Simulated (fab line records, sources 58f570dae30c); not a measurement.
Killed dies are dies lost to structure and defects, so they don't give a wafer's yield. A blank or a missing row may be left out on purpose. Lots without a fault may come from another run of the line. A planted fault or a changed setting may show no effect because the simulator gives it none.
A struck lot beside a sound one | flow berkeley_cmos170 | 14 steps out of a route of 331
Sound: wafers L639.2, L639.3, L639.4. Struck: wafers L650.1, L650.3, L650.4. The cause comes at the end.
At each step with rows: each side's tool, then ch and its chambers, then its first start. Under that, the readings that differ: sound wafers | struck wafers | difference of the means | sigmas: that difference in standard deviations of wafers without a fault.
alike: readings whose means differ by less than 2 such deviations, and words and numbers that are the same on both sides. not compared: withheld readings, readings that some wafer has no value for, bounds like >300 that may hide the same value, and numbers for which the record gives no deviation and whose values overlap.
The two part at a step that has a row with sigmas, a row that says differs or no value, or rows on one side only. Numbers that don't overlap but have no deviation are shown without sigmas and don't part them. A reading that every wafer of one side lacks parts them only if that side has two wafers or more.

first, 3 steps without rows for these wafers: UCB170_ACTIVE_CLEAN_00 (cleans in SPM, time 600 s); UCB170_ACTIVE_CLEAN_01 (cleans in dHF, time 60 s); UCB170_ACTIVE_OXIDATION_02 (target thk 26.4 nm, ox time 1260 s).
UCB170_ACTIVE_THK_MEAS_03:
  sound on film_metro-04, day 4 00:34; struck on film_metro-03, day 6 11:21
  alike: ACTIVE_OXIDE_THK
then, 2 steps without rows for these wafers: UCB170_ACTIVE_ANNEAL_04 (time 900 s); UCB170_ACTIVE_CVD_05 (deposits Si3N4 from SiH2Cl2/NH3, target thk 220 nm, time 3300 s).
UCB170_ACTIVE_THK_MEAS_06:
  sound on film_metro-04, day 4 05:00; struck on film_metro-04, day 6 17:30
  alike: ACTIVE_NITRIDE_THK
then, 5 steps without rows for these wafers: UCB170_ACTIVE_HMDS_07 (prime time 60 s); UCB170_ACTIVE_COAT_08 (resist thk 900 nm); UCB170_ACTIVE_SOFTBAKE_09 (time 60 s); UCB170_ACTIVE_EXPOSE_10 (exposes mask ACTIVE, target cd 1200 nm); UCB170_ACTIVE_PEB_11.
UCB170_ACTIVE_DEVELOP_12: develop time 45 s.
  sound on litho_track-02 ch 0, day 4 06:00; struck on litho_track-01, day 6 19:00
  no value came back on the struck wafers for chill_plate_temp_C (C), develop_time_s (s); on the sound wafers chill_plate_temp_C (C) reads 22.84 23.00 23.02
  reading                                 | sound             | struck            | difference | sigmas
  model.KrF_of_ACTIVE_COAT_08.thk_nm (nm) | 892.5 887.6 890.1 | 900.4 897.7 898.5 | +8.8       |
UCB170_ACTIVE_CD_MEAS_13: target cd 1200 nm.
  sound on cd_sem-01, day 4 06:16; struck on cd_sem-02, day 6 20:04
  reading    | sound                | struck | difference                    | sigmas
  cd_nm (nm) | 1198.8 1198.2 1197.8 | - - -  | no value on the struck wafers |

WHERE THEY PART
First at UCB170_ACTIVE_DEVELOP_12; last, within this record, at UCB170_ACTIVE_CD_MEAS_13.

WHY: what the simulator had put in
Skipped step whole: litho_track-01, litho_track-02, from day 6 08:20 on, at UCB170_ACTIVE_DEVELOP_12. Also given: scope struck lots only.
